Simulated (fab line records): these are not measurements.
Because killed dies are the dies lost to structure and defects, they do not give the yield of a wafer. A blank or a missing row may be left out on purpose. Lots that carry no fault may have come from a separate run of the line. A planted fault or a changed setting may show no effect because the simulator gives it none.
fab line records	flow rit_cmos
record: lots: 6	wafers: 18	last_day: 7
route steps=202 shown NSD@139 PSD@142 SDANNEAL@153 PLDD@159 NLDD@160 SILICIDE@161 CONTACT@168 M1@202
lots that met no fault: taken from a fault-free run of the same line
start_h: the number of hours between the record's first day and the start of the first shown wafer of the lot	wait_h: hours elapsed since this lot's preceding step	" as in the row above	L1.1+2: a row that stands for several wafers	- no value present, or no start provided	* or withheld: withheld	< > ~ a bound
route shown NAME@n: NAME is a module with steps in the file, n the number in the route of the first one	usual: the fault-free wafers' mean and standard deviation	same: alike in all rows	chamber/n: place in a boat	sites: readings site by site	_std_site: the values' standard deviation	_edge_site: mean of outer sites minus mean of inner sites	radius_mm: for every site, how far away it sits from the centre of the wafer	mask NAME#n: copy n	behind: tool/chamber where the wafer was last shaped	hold: why the lot went on hold/how many hours it stayed there/how the hold came to an end	device: the transistor (n, p or np) that didn't switch	end of line: the tests these same wafers got at the end of their route	a step without rows: its recipe alone	killed: at the first sort, the dies lost to defects and structure; wafer yield is something else	map: shows each die of a wafer: x if killed, . if not, _ if none is there
set.NAME: the setting the step ran with; set.NAME@STEP: the setting that earlier step ran with	model.NAME: the simulator's own value behind a step, which no gauge read
a table for each step, a row for each wafer; lots at some steps of the route
services: when a tool's chamber went out of use (start_h, in hours from the record's first day, below 0 if earlier), for how many hours, and the reason
== steps ==
step: RIT_NSD_IMPLANT_08
recipe: species: P	energy_kev: 25	dose_cm2: 1e+15	tilt_deg: 7
step: RIT_NSD_STRIP_09
recipe: chemistry: O2	time_s: 180	resist: NOVOLAK	platen_temp_c: withheld	power_w: 500	pressure_mtorr: 4000	o2_flow_sccm: 4000
step: RIT_NSD_TW_MEAS_10
usual: NSD_TW: 3102/30
lot.wafer	tool	chamber	start_h	wait_h	NSD_TW
L441.2	film_metro-01	-	64.29	0.1	3117
L441.3	"	-	"	"	3117
L441.5	"	-	"	"	3133
L444.2	film_metro-01	-	79.19	0.1	3143
L444.4	"	-	"	"	3144
L444.6	"	-	"	"	3162
L447.1	film_metro-01	-	92.63	0.1	3151
L447.2	"	-	"	"	3127
L447.5	"	-	"	"	3155
L449.1	film_metro-03	-	106.38	0.1	3065
L449.2	"	-	"	"	3072
L449.4	"	-	"	"	3078
L455.1	film_metro-02	-	131.49	0.1	3107
L455.2	"	-	"	"	3098
L455.6	"	-	"	"	3088
L458.1	film_metro-02	-	146.75	0.1	3083
L458.4	"	-	"	"	3089
L458.6	"	-	"	"	3063
step: RIT_PSD_HMDS_00
recipe: prime_time_s: 60	prime_temp_c: 140
step: RIT_PSD_COAT_01
recipe: resist: NOVOLAK	spin_rpm: 3250	resist_thk_nm: 1000
step: RIT_PSD_SOFTBAKE_02
recipe: resist: NOVOLAK	temp_c: 90	time_s: 60
step: RIT_PSD_EXPOSE_03
recipe: mask_id: M10	na: 0.57	target_cd_nm: 40900	dose_mj: 250
step: RIT_PSD_PEB_04
recipe: resist: NOVOLAK	temp_c: withheld	time_s: withheld
step: RIT_PSD_DEVELOP_05
recipe: resist: NOVOLAK	develop_time_s: 50	dev_temp_c: 23
step: RIT_PSD_OVL_MEAS_06
usual: PSD_OVL: -0.2/1.4
lot.wafer	tool	chamber	start_h	wait_h	PSD_OVL[nm]
L441.2	overlay-02	-	65.19	-	-0.8
L441.3	"	-	"	"	0.0
L441.5	"	-	"	"	-0.4
L444.2	overlay-02	-	80.09	-	0.4
L444.4	"	-	"	"	-0.7
L444.6	"	-	"	"	-1.8
L447.1	overlay-01	-	93.66	-	0.4
L447.2	"	-	"	"	-0.9
L447.5	"	-	"	"	-0.9
L449.1	overlay-01	-	107.29	-	0.6
L449.2	"	-	"	"	-0.3
L449.4	"	-	"	"	-1.9
L455.1	overlay-02	-	132.40	-	0.8
L455.2	"	-	"	"	-0.4
L455.6	"	-	"	"	1.3
L458.1	overlay-01	-	147.79	-	3.1
L458.4	"	-	"	"	2.0
L458.6	"	-	"	"	0.5
step: RIT_PSD_HARDBAKE_07
recipe: resist: NOVOLAK	temp_c: 140	time_s: 60
step: RIT_PSD_IMPLANT_08
recipe: species: BF2	energy_kev: 27	dose_cm2: 5e+15	tilt_deg: 7
step: RIT_PSD_STRIP_09
recipe: chemistry: O2	time_s: 180	resist: NOVOLAK	platen_temp_c: withheld	power_w: 500	pressure_mtorr: 4000	o2_flow_sccm: 4000
usual: drypump_motor_current_A: 5.4/0.44
lot.wafer	tool	chamber	start_h	wait_h	drypump_motor_current_A	rf_hours_counter_h
L441.2	plasma_asher-03	1	65.52	0.1	5.7	43
L441.3	"	1	"	"	5.7	-
L441.5	"	1	"	"	5.7	-
L444.2	plasma_asher-02	1	80.42	0.1	5.8	45
L444.4	"	0	"	"	5.3	-
L444.6	"	0	"	"	5.3	-
L447.1	plasma_asher-02	1	94.00	0.1	5.7	46
L447.2	"	0	"	"	5.3	46
L447.5	"	0	"	"	5.3	-
L449.1	plasma_asher-02	1	107.63	0.1	5.7	48
L449.2	"	0	"	"	5.3	48
L449.4	"	1	"	"	5.7	-
L455.1	plasma_asher-01	1	132.74	0.1	5.9	33
L455.2	"	0	"	"	4.8	33
L455.6	"	0	"	"	4.8	-
L458.1	plasma_asher-01	0	148.12	0.1	4.8	35
L458.4	"	0	"	"	4.8	-
L458.6	"	0	"	"	4.8	-
step: RIT_PSD_TW_MEAS_10
usual: PSD_TW: 3397/28
lot.wafer	tool	chamber	start_h	wait_h	PSD_TW
L441.2	film_metro-02	-	65.71	0.1	3387
L441.3	"	-	"	"	3389
L441.5	"	-	"	"	3395
L444.2	film_metro-01	-	80.61	0.1	3461
L444.4	"	-	"	"	3474
L444.6	"	-	"	"	3449
L447.1	film_metro-03	-	94.18	0.1	3387
L447.2	"	-	"	"	3389
L447.5	"	-	"	"	3391
L449.1	film_metro-03	-	107.80	0.1	3387
L449.2	"	-	"	"	3389
L449.4	"	-	"	"	3381
L455.1	film_metro-03	-	132.91	0.1	3370
L455.2	"	-	"	"	3371
L455.6	"	-	"	"	3403
L458.1	film_metro-02	-	148.30	0.1	3380
L458.4	"	-	"	"	3387
L458.6	"	-	"	"	3389
step: RIT_SDANNEAL_CLEAN_00
recipe: chemistry: SC1	mix: 3:3:50	time_s: 572.4	temp_c: 75
step: RIT_SDANNEAL_CLEAN_01
recipe: chemistry: dHF	dilution: 50:1	time_s: 30
step: RIT_SDANNEAL_CLEAN_02
recipe: chemistry: SC2	mix: 3:3:50	time_s: 600	temp_c: 75	dry: n2_spin
step: RIT_SDANNEAL_RTA_03
recipe: temp_c: 1050	time_s: 5	idle_temp_c: 600	ramp_up_c_per_s: 342	ramp_down_c_per_s: 171	cool_to_c: 600	ambient: N2
usual: anneal_temp_c_max: 1054.8/1.2	wafer_temp_C_max: 1053.6/1.3
lot.wafer	tool	chamber	start_h	wait_h	anneal_temp_c_max	wafer_temp_C_max
L441.2	rtp_anneal-02	0	66.15	0.0	1055.0	1052.1
L441.3	"	0	"	"	1055.2	1055.2
L441.5	"	0	"	"	1056.0	1054.4
L444.2	rtp_anneal-01	0	81.06	0.0	1054.2	1052.6
L444.4	"	0	"	"	1055.2	1052.2
L444.6	"	0	"	"	1053.0	1052.3
L447.1	rtp_anneal-02	0	94.63	0.0	1054.9	1053.5
L447.2	"	0	"	"	1055.1	1052.9
L447.5	"	0	"	"	1057.8	1051.8
L449.1	rtp_anneal-02	0	108.25	0.0	1056.9	1054.6
L449.2	"	0	"	"	1056.6	1052.1
L449.4	"	0	"	"	1056.2	1055.5
L455.1	rtp_anneal-02	0	133.37	0.0	1055.3	1054.7
L455.2	"	0	"	"	1055.9	1055.0
L455.6	"	0	"	"	1055.1	1052.8
L458.1	rtp_anneal-01	0	148.73	0.0	1056.7	1056.1
L458.4	"	0	"	"	1054.7	1053.9
L458.6	"	0	"	"	1053.8	1053.0
step: RIT_SDANNEAL_RS_MEAS_04
recipe: thk_meas_gauge: four-point-probe
usual: PSD_RS: 115.93/0.25
lot.wafer	tool	chamber	start_h	wait_h	PSD_RS[ohm/sq]
L441.2	film_metro-01	-	66.22	0.1	115.90
L441.3	"	-	"	"	115.87
L441.5	"	-	"	"	116.20
L444.2	film_metro-03	-	81.18	0.1	116.43
L444.4	"	-	"	"	116.01
L444.6	"	-	"	"	116.22
L447.1	film_metro-02	-	94.69	0.0	116.24
L447.2	"	-	"	"	116.01
L447.5	"	-	"	"	116.07
L449.1	film_metro-01	-	108.30	0.0	115.87
L449.2	"	-	"	"	115.87
L449.4	"	-	"	"	116.21
L455.1	film_metro-01	-	133.43	0.0	116.15
L455.2	"	-	"	"	116.01
L455.6	"	-	"	"	116.00
L458.1	film_metro-03	-	148.79	0.0	115.39
L458.4	"	-	"	"	115.58
L458.6	"	-	"	"	115.62
step: RIT_SDANNEAL_RS_MEAS_05
recipe: thk_meas_gauge: four-point-probe
usual: NSD_RS: 84.57/0.22
lot.wafer	tool	chamber	start_h	wait_h	NSD_RS[ohm/sq]
L441.2	film_metro-01	-	66.34	0.1	84.98
L441.3	"	-	"	"	84.82
L441.5	"	-	"	"	84.77
L444.2	film_metro-03	-	81.30	0.1	84.51
L444.4	"	-	"	"	84.69
L444.6	"	-	"	"	84.50
L447.1	film_metro-02	-	94.81	0.1	84.40
L447.2	"	-	"	"	84.55
L447.5	"	-	"	"	84.43
L449.1	film_metro-01	-	108.42	0.1	84.76
L449.2	"	-	"	"	84.82
L449.4	"	-	"	"	84.68
L455.1	film_metro-01	-	133.55	0.1	84.39
L455.2	"	-	"	"	84.51
L455.6	"	-	"	"	84.60
L458.1	film_metro-03	-	148.91	0.1	84.62
L458.4	"	-	"	"	84.37
L458.6	"	-	"	"	84.28
step: RIT_SDANNEAL_RS_MEAS_06
recipe: thk_meas_gauge: four-point-probe
usual: PLDD_RS: 178.8/0.45
lot.wafer	tool	chamber	start_h	wait_h	PLDD_RS[ohm/sq]
L441.2	film_metro-01	-	66.46	0.1	179.3
L441.3	"	-	"	"	179.1
L441.5	"	-	"	"	178.8
L444.2	film_metro-03	-	81.42	0.1	177.7
L444.4	"	-	"	"	178.3
L444.6	"	-	"	"	178.3
L447.1	film_metro-02	-	94.93	0.1	179.2
L447.2	"	-	"	"	179.5
L447.5	"	-	"	"	179.1
L449.1	film_metro-01	-	108.54	0.1	178.8
L449.2	"	-	"	"	179.0
L449.4	"	-	"	"	178.6
L455.1	film_metro-01	-	133.67	0.1	178.6
L455.2	"	-	"	"	178.3
L455.6	"	-	"	"	178.9
L458.1	film_metro-03	-	149.03	0.1	178.3
L458.4	"	-	"	"	178.7
L458.6	"	-	"	"	177.9
step: RIT_SDANNEAL_RS_MEAS_07
recipe: thk_meas_gauge: four-point-probe
usual: NLDD_RS: 151.5/0.51
lot.wafer	tool	chamber	start_h	wait_h	NLDD_RS[ohm/sq]
L441.2	film_metro-01	-	66.58	0.1	151.4
L441.3	"	-	"	"	152.0
L441.5	"	-	"	"	151.5
L444.2	film_metro-03	-	81.54	0.1	151.8
L444.4	"	-	"	"	151.8
L444.6	"	-	"	"	152.1
L447.1	film_metro-02	-	95.05	0.1	151.5
L447.2	"	-	"	"	151.3
L447.5	"	-	"	"	152.0
L449.1	film_metro-01	-	108.66	0.1	151.7
L449.2	"	-	"	"	151.8
L449.4	"	-	"	"	151.3
L455.1	film_metro-01	-	133.79	0.1	151.9
L455.2	"	-	"	"	152.4
L455.6	"	-	"	"	151.7
L458.1	film_metro-03	-	149.15	0.1	152.1
L458.4	"	-	"	"	151.7
L458.6	"	-	"	"	152.1
step: RIT_SILICIDE_WET_ETCH_00
recipe: chemistry: BOE	target: SiO2	target_depth_nm: 14	time_s: 15	dry: n2_spin	dilution: 10:1	temp_c: 21.5
step: RIT_SILICIDE_SPUTTER_01
recipe: material: Ti	target_thk_nm: 30	power_w: 350	chamber_pressure_pa: 0.6436	gas: Ar	time_s: 240	substrate_temp_c: 25
usual: throttle_valve_pct: 29.7/0.74
lot.wafer	tool	chamber	start_h	wait_h	throttle_valve_pct
L441.2	pvd_sputter-03	-	66.69	0.0	30.8
L441.3	"	-	"	"	28.5
L441.5	"	-	"	"	30.6
L444.2	pvd_sputter-01	-	81.65	0.0	29.0
L444.4	"	-	"	"	30.2
L444.6	"	-	"	"	30.4
L447.1	pvd_sputter-04	-	95.18	0.0	29.6
L447.2	"	-	"	"	30.5
L447.5	"	-	"	"	29.2
L449.1	pvd_sputter-03	-	108.80	0.0	30.1
L449.2	"	-	"	"	28.1
L449.4	"	-	"	"	28.9
L455.1	pvd_sputter-03	-	133.93	0.0	27.8
L455.2	"	-	"	"	28.8
L455.6	"	-	"	"	30.7
L458.1	pvd_sputter-01	-	149.28	0.0	29.1
L458.4	"	-	"	"	30.3
L458.6	"	-	"	"	29.4
step: RIT_SILICIDE_RS_MEAS_02
recipe: thk_meas_gauge: four-point-probe	reads: Ti_of_SILICIDE_SPUTTER_01
usual: SILICIDE_TI_RS: 44.4/0.57
lot.wafer	tool	chamber	start_h	wait_h	SILICIDE_TI_RS[ohm/sq]
L441.2	film_metro-03	-	66.86	0.1	43.7
L441.3	"	-	"	"	43.4
L441.5	"	-	"	"	43.9
L444.2	film_metro-02	-	81.82	0.1	44.6
L444.4	"	-	"	"	44.0
L444.6	"	-	"	"	44.1
L447.1	film_metro-03	-	95.33	0.1	45.7
L447.2	"	-	"	"	45.3
L447.5	"	-	"	"	44.9
L449.1	film_metro-03	-	108.95	0.1	44.6
L449.2	"	-	"	"	44.2
L449.4	"	-	"	"	44.2
L455.1	film_metro-02	-	134.08	0.1	43.1
L455.2	"	-	"	"	43.4
L455.6	"	-	"	"	43.6
L458.1	film_metro-04	-	149.43	0.1	45.3
L458.4	"	-	"	"	44.6
L458.6	"	-	"	"	44.7
step: RIT_SILICIDE_THK_MEAS_03
recipe: thk_meas_gauge: xrf	reads: Ti_of_SILICIDE_SPUTTER_01
usual: SILICIDE_TI_THK: 30.1/0.33
lot.wafer	tool	chamber	start_h	wait_h	SILICIDE_TI_THK[nm]
L441.2	film_metro-03	-	66.97	0.1	30.7
L441.3	"	-	"	"	30.7
L441.5	"	-	"	"	30.5
L444.2	film_metro-02	-	81.93	0.1	30.0
L444.4	"	-	"	"	30.4
L444.6	"	-	"	"	30.2
L447.1	film_metro-03	-	95.45	0.1	29.5
L447.2	"	-	"	"	29.6
L447.5	"	-	"	"	29.9
L449.1	film_metro-03	-	109.07	0.1	30.1
L449.2	"	-	"	"	30.4
L449.4	"	-	"	"	30.3
L455.1	film_metro-02	-	134.20	0.1	30.8
L455.2	"	-	"	"	30.6
L455.6	"	-	"	"	30.5
L458.1	film_metro-04	-	149.55	0.1	29.6
L458.4	"	-	"	"	29.8
L458.6	"	-	"	"	29.7
step: RIT_SILICIDE_RTA_04
recipe: temp_c: 650	time_s: 10	idle_temp_c: 25	ramp_up_s: 5	ramp_down_s: 5	cool_to_c: 25	ambient: N2
usual: anneal_temp_c_max: 652.9/0.65	wafer_temp_C_max: 652.5/0.58
lot.wafer	tool	chamber	start_h	wait_h	anneal_temp_c_max	wafer_temp_C_max
L441.2	rtp_anneal-01	0	67.03	0.1	652.8	651.9
L441.3	"	0	"	"	652.7	651.9
L441.5	"	0	"	"	652.7	651.7
L444.2	rtp_anneal-02	0	81.99	0.1	654.7	653.3
L444.4	"	0	"	"	653.3	652.6
L444.6	"	0	"	"	653.3	653.1
L447.1	rtp_anneal-01	0	95.51	0.1	652.4	652.0
L447.2	"	0	"	"	652.8	652.1
L447.5	"	0	"	"	652.0	652.1
L449.1	rtp_anneal-01	0	109.13	0.1	651.8	651.4
L449.2	"	0	"	"	652.4	652.4
L449.4	"	0	"	"	652.2	651.2
L455.1	rtp_anneal-01	0	134.26	0.1	652.4	652.0
L455.2	"	0	"	"	652.5	652.3
L455.6	"	0	"	"	652.2	652.7
L458.1	rtp_anneal-02	0	149.61	0.1	653.0	652.7
L458.4	"	0	"	"	653.6	652.1
L458.6	"	0	"	"	653.6	652.6
step: RIT_SILICIDE_WET_ETCH_05
recipe: chemistry: SPM	target: Ti	temp_c: 90	time_s: 120	dry: n2_spin
step: RIT_SILICIDE_RTA_06
recipe: temp_c: 750	time_s: 10	idle_temp_c: 25	ramp_up_s: 5	ramp_down_s: 10	cool_to_c: 25	ambient: N2
step: RIT_CONTACT_CVD_00
recipe: material: SiO2	target_thk_nm: 400	precursor: TEOS	temp_c: 390	time_s: 61	rf_w: 400
usual: heater_power_w: 284/38
lot.wafer	tool	chamber	start_h	wait_h	heater_power_w
L441.2	pecvd-01	2	67.20	0.0	295
L441.3	"	0	"	"	300
L441.5	"	2	"	"	312
L444.2	pecvd-01	0	82.26	0.1	376
L444.4	"	1	"	"	284
L444.6	"	2	"	"	300
L447.1	pecvd-01	0	95.69	0.1	322
L447.2	"	1	"	"	219
L447.5	"	0	"	"	338
L449.1	pecvd-04	0	109.30	0.1	301
L449.2	"	2	"	"	267
L449.4	"	2	"	"	268
L455.1	pecvd-04	2	134.43	0.1	243
L455.2	"	1	"	"	323
L455.6	"	2	"	"	259
L458.1	pecvd-01	0	149.78	0.1	324
L458.4	"	2	"	"	280
L458.6	"	1	"	"	211
step: RIT_CONTACT_THK_MEAS_01
recipe: reads: SiO2_of_CONTACT_CVD_00
usual: CONTACT_TEOS_THK: 399/5.3
lot.wafer	tool	chamber	start_h	wait_h	CONTACT_TEOS_THK[nm]
L441.2	film_metro-03	-	67.26	0.0	397
L441.3	"	-	"	"	396
L441.5	"	-	"	"	401
L444.2	film_metro-04	-	82.32	0.0	397
L444.4	"	-	"	"	405
L444.6	"	-	"	"	407
L447.1	film_metro-04	-	95.74	0.0	394
L447.2	"	-	"	"	403
L447.5	"	-	"	"	407
L449.1	film_metro-04	-	109.35	0.0	390
L449.2	"	-	"	"	390
L449.4	"	-	"	"	394
L455.1	film_metro-03	-	134.48	0.0	391
L455.2	"	-	"	"	402
L455.6	"	-	"	"	399
L458.1	film_metro-03	-	149.84	0.0	401
L458.4	"	-	"	"	403
L458.6	"	-	"	"	407
step: RIT_CONTACT_HMDS_02
recipe: prime_time_s: 60	prime_temp_c: 140
step: RIT_CONTACT_COAT_03
recipe: resist: NOVOLAK	spin_rpm: 3250	resist_thk_nm: 1000
step: RIT_CONTACT_SOFTBAKE_04
recipe: resist: NOVOLAK	temp_c: 89.14	time_s: 60
step: RIT_CONTACT_EXPOSE_05
recipe: mask_id: M11	na: 0.6	source_shape: conventional	sigma_outer: 0.5	target_cd_nm: 1000	dose_mj: 250
step: RIT_CONTACT_PEB_06
recipe: resist: NOVOLAK	temp_c: withheld	time_s: withheld
step: RIT_CONTACT_DEVELOP_07
recipe: resist: NOVOLAK	develop_time_s: 120	dev_temp_c: 23
step: RIT_CONTACT_CD_MEAS_08
recipe: target_cd_nm: 1000
usual: cd_nm: 1000.1/2.3
lot.wafer	tool	chamber	start_h	wait_h	cd_nm
L441.2	cd_sem-02	-	68.30	-	1000.2
L441.3	"	-	"	"	1002.0
L441.5	"	-	"	"	1000.8
L444.2	cd_sem-01	-	83.37	-	1000.7
L444.4	"	-	"	"	1000.5
L444.6	"	-	"	"	1000.6
L447.1	cd_sem-01	-	97.17	-	996.5
L447.2	"	-	"	"	998.3
L447.5	"	-	"	"	996.9
L449.1	cd_sem-02	-	110.38	-	1000.6
L449.2	"	-	"	"	1002.3
L449.4	"	-	"	"	1001.9
L455.1	cd_sem-02	-	135.51	-	998.2
L455.2	"	-	"	"	1000.6
L455.6	"	-	"	"	1000.1
L458.1	cd_sem-02	-	151.12	-	1001.5
L458.4	"	-	"	"	1003.2
L458.6	"	-	"	"	1000.8
step: RIT_CONTACT_OVL_MEAS_09
usual: CONTACT_OVL: -0.1/1.4
lot.wafer	tool	chamber	start_h	wait_h	CONTACT_OVL[nm]
L441.2	overlay-02	-	68.40	0.1	0.0
L441.3	"	-	"	"	-1.2
L441.5	"	-	"	"	-2.5
L444.2	overlay-02	-	83.47	0.1	0.8
L444.4	"	-	"	"	2.5
L444.6	"	-	"	"	0.5
L447.1	overlay-01	-	97.29	0.1	0.5
L447.2	"	-	"	"	0.3
L447.5	"	-	"	"	-0.5
L449.1	overlay-02	-	110.50	0.1	0.6
L449.2	"	-	"	"	-0.9
L449.4	"	-	"	"	1.1
L455.1	overlay-02	-	135.63	0.1	-1.2
L455.2	"	-	"	"	-2.1
L455.6	"	-	"	"	-1.9
L458.1	overlay-02	-	151.24	0.1	0.4
L458.4	"	-	"	"	-1.7
L458.6	"	-	"	"	-1.0
step: RIT_CONTACT_HARDBAKE_10
recipe: resist: NOVOLAK	temp_c: 140	time_s: 60
step: RIT_CONTACT_ETCH_11
recipe: target_depth_a: 4800	over_etch_frac: 0.2	stop_on: TiSi2	chemistry: CHF3/CF4/Ar	target: SiO2	CHF3_flow_sccm: 50	cf4_flow_sccm: 10	Ar_flow_sccm: 100	O2_flow_sccm: 5	pressure_mtorr: 100	rf_w: 200	time_s: 320
usual: drypump_motor_current_A: 5.7/0.5	oes_product_au: 0.988/0.019	throttle_valve_pct: 8.85/0.14
lot.wafer	tool	chamber	start_h	wait_h	drypump_motor_current_A	oes_product_au	rf_hours_counter_h	throttle_valve_pct
L441.2	rie_diel-03	2	68.58	0.1	6.1	1.010	56	8.96
L441.3	"	3	"	"	6.5	0.976	36	8.63
L441.5	"	1	"	"	6.1	0.967	-	9.03
L444.2	rie_diel-01	0	83.65	0.1	5.4	0.997	83	9.03
L444.4	"	3	"	"	5.7	0.987	14	8.69
L444.6	"	2	"	"	5.1	0.962	-	8.81
L447.1	rie_diel-02	0	97.47	0.1	5.9	0.975	102	8.68
L447.2	"	1	"	"	5.8	0.996	34	8.83
L447.5	"	3	"	"	4.8	0.998	-	8.92
L449.1	rie_diel-01	0	110.68	0.1	5.4	0.994	84	9.04
L449.2	"	3	"	"	5.7	0.986	14	8.67
L449.4	"	1	"	"	6.3	0.967	150	9.02
L455.1	rie_diel-03	2	135.81	0.1	6.1	1.008	58	8.96
L455.2	"	0	"	"	6.2	0.993	24	8.92
L455.6	"	0	"	"	6.1	1.003	-	8.92
L458.1	rie_diel-01	0	151.43	0.1	5.5	1.006	84	9.04
L458.4	"	0	"	"	5.5	0.999	-	9.04
L458.6	"	3	"	"	5.7	1.005	-	8.70
step: RIT_CONTACT_STRIP_12
recipe: chemistry: O2	time_s: 180	resist: NOVOLAK	platen_temp_c: withheld	power_w: 500	pressure_mtorr: 4000	o2_flow_sccm: 4000
step: RIT_M1_PROBE_99
usual: killed_at_contacts: 0.1/0.31	killed_at_front_end: 7/3.2	killed_dies: 7/3.2	killed_on_rim: 1.8/1.3	killed_open: 3.6/2.1	killed_short: 3.5/2.1
same: gross_dies: 264	killed_at_M0_to_M3: 0	killed_at_M4_up: 0	killed_at_back_side: 0	killed_at_other: 0
lot.wafer	tool	chamber	start_h	wait_h	hold	killed_at_contacts	killed_at_front_end	killed_dies	killed_on_rim	killed_open	killed_short
L441.2	prober-02	-	73.72	0.1	-	0	9	9	2	5	4
L441.3	prober-02	-	73.77	0.2	-	2	7	9	3	4	4
L441.5	prober-02	-	73.87	0.2	-	0	5	5	1	2	3
L444.2	prober-02	-	88.87	0.1	-	0	5	5	0	3	2
L444.4	prober-02	-	88.97	0.2	-	0	7	7	2	5	2
L444.6	prober-02	-	89.07	0.2	-	0	11	11	4	5	6
L447.1	prober-01	-	103.04	0.1	await_dispo/2.1h/release	0	39	39	11	5	0
L447.2	prober-01	-	103.09	0.1	await_dispo/2.1h/release	0	48	48	1	6	4
L447.5	prober-01	-	103.24	0.2	await_dispo/2.1h/release	0	42	42	1	2	3
L449.1	prober-01	-	115.69	0.1	await_dispo/4.7h/release	0	41	41	12	7	4
L449.2	prober-01	-	115.74	0.1	await_dispo/4.7h/release	0	43	43	1	2	1
L449.4	prober-01	-	115.84	0.2	await_dispo/4.7h/release	0	36	36	11	2	2
L455.1	prober-01	-	140.82	0.1	-	0	2	2	1	1	1
L455.2	prober-01	-	140.87	0.1	-	1	8	9	1	6	3
L455.6	prober-01	-	141.07	0.2	-	0	8	8	1	2	6
L458.1	prober-02	-	156.39	0.1	-	0	5	5	0	1	4
L458.4	prober-02	-	156.54	0.2	-	0	2	2	1	1	1
L458.6	prober-02	-	156.64	0.2	-	0	7	7	2	2	4
killed by level:class
L441.2 GATE:geometric_particle:open=3 FOX2:geometric_particle:short=2 FOX1:geometric_particle:open=1 GATE:geometric_particle:short=1 REOX:geometric_particle:open=1 REOX:geometric_particle:short=1
L441.3 GATE:geometric_particle:short=2 FOX2:geometric_particle:open=1 GATE:geometric_particle:open=1 SPACER:geometric_particle:short=1 SILICIDE:geometric_particle:open=1 CONTACT:geometric_particle:open=1 CONTACT:geometric_particle:short=1 PLDD:coat_microbubble_printed=1
L441.5 FOX2:geometric_particle:short=2 FOX1:geometric_particle:short=1 FOX1:geometric_particle:open=1 GATE:geometric_particle:open=1
L444.2 FOX1:geometric_particle:short=1 FOX2:geometric_particle:short=1 FOX2:geometric_particle:open=1 SPACER:geometric_particle:open=1 SILICIDE:geometric_particle:open=1
L444.4 FOX1:geometric_particle:open=3 FOX1:geometric_particle:short=1 GATE:geometric_particle:open=1 SPACER:geometric_particle:open=1 SILICIDE:geometric_particle:short=1
L444.6 FOX1:geometric_particle:open=2 GATE:geometric_particle:short=2 SPACER:geometric_particle:open=2 SILICIDE:geometric_particle:short=2 FOX1:geometric_particle:short=1 GATE:geometric_particle:open=1 REOX:geometric_particle:short=1
L447.1 PSD:unspecified=34 GATE:geometric_particle:open=2 REOX:geometric_particle:open=2 FOX2:geometric_particle:open=1
L447.2 PSD:unspecified=38 FOX1:geometric_particle:open=2 GATE:geometric_particle:short=2 GATE:geometric_particle:open=2 SILICIDE:geometric_particle:short=2 REOX:geometric_particle:open=1 SILICIDE:geometric_particle:open=1
L447.5 PSD:unspecified=37 FOX1:geometric_particle:short=1 REOX:geometric_particle:open=1 REOX:geometric_particle:short=1 SPACER:geometric_particle:open=1 SPACER:geometric_particle:short=1
L449.1 PSD:unspecified=30 FOX1:geometric_particle:open=4 FOX1:geometric_particle:short=2 REOX:geometric_particle:short=2 REOX:geometric_particle:open=1 SPACER:geometric_particle:open=1 SILICIDE:geometric_particle:open=1
L449.2 PSD:unspecified=40 FOX1:geometric_particle:open=1 GATE:geometric_particle:open=1 SPACER:geometric_particle:short=1
L449.4 PSD:unspecified=32 REOX:geometric_particle:short=2 FOX1:geometric_particle:open=1 SILICIDE:geometric_particle:open=1
L455.1 GATE:geometric_particle:short=1 GATE:geometric_particle:open=1
L455.2 FOX1:geometric_particle:short=2 GATE:geometric_particle:open=2 REOX:geometric_particle:open=2 FOX2:geometric_particle:open=1 GATE:geometric_particle:short=1 CONTACT:geometric_particle:open=1
L455.6 GATE:geometric_particle:short=4 FOX1:geometric_particle:open=1 FOX1:geometric_particle:short=1 FOX2:geometric_particle:short=1 GATE:geometric_particle:open=1
L458.1 GATE:geometric_particle:short=2 REOX:geometric_particle:short=2 GATE:geometric_particle:open=1
L458.4 FOX1:geometric_particle:short=1 SILICIDE:geometric_particle:open=1
L458.6 GATE:geometric_particle:short=2 GATE:geometric_particle:open=1 REOX:geometric_particle:short=1 SPACER:geometric_particle:open=1 SILICIDE:geometric_particle:short=1 GATE:coat_microbubble_printed=1
map L447.2 (x killed, . not)
________......._______
_____....x........____
____......x........___
___.................__
__..................._
__...........x......._
_...x..x..............
_..............x...x..
_.........xxxxxx......
_........xxxxxxx.x....
__..x....xxxxxxxx...._
__........xxxxxx....._
___...x...xxxxxxx...__
____........x.x....___
_____.......x....x____
________......._______
map L449.2 (x killed, . not)
________......._______
_____..........x..____
____...............___
___.................__
__..................._
__..................._
_.....................
_...............x.....
_..........xx..x......
_..........xxxxx......
__....x.xxxxxxxxx...._
__......xxxxxxxxx...._
___.......xxxxxxx...__
____.......xxxxx...___
_____......xx.....____
________......._______
== services ==
tool	chamber	start_h	hours	kind
pvd_sputter-03	-	46.65	8.4	repair
pvd_sputter-04	-	48.98	4.7	repair
pecvd-01	-	58.50	1.1	repair
pvd_sputter-04	-	58.62	0.5	repair
rie_diel-03	0	64.49	8.8	repair
rie_diel-02	2	65.04	6.8	repair
pvd_sputter-03	-	65.27	1.1	repair
plasma_asher-01	-	70.32	15.6	pm
rie_diel-03	1	70.39	5.8	repair
pvd_sputter-04	-	72.06	4.4	repair
rie_diel-02	2	76.23	7.0	repair
pecvd-04	-	83.38	1.6	repair
rie_diel-03	3	98.50	4.9	repair
rie_diel-03	1	103.35	-	clean
rie_diel-03	1	103.35	17.5	scheduled_down
rie_diel-03	1	103.35	17.5	vent_cycle
rie_diel-01	-	103.56	0.9	repair
plasma_asher-02	-	122.05	2.1	repair
pecvd-04	-	149.19	1.7	repair
rie_diel-01	1	149.21	-	clean
== key ==
first_sign: step: RIT_M1_PROBE_99	reading: killed_at_front_end	direction: up	sigmas: 11	usual: 7	struck: 42
effect: step: RIT_M1_PROBE_99	reading: killed_dies	direction: up	sigmas: 11	usual: 7	struck: 42
met_at RIT_PSD_STRIP_09
struck_wafers L447.1,L447.2,L447.5,L449.1,L449.2,L449.4
tester_left_out L447,L449
onset_between 80.42 94.00
fault: kind: chamber_particle_source	tool: plasma_asher-02	chamber: -	onset_h: 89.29	steps: RIT_PSD_STRIP_09	rate_per_visit_cm2: 1.6056	end_h: 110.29
tester_left_out: of these lots the tester's yield and bins aren't shown, on N5 and GAA mostly nor the transistor test; their killed dies are dies lost to structure and defects alone, not to doping, threshold or leakage, so they don't give the yield
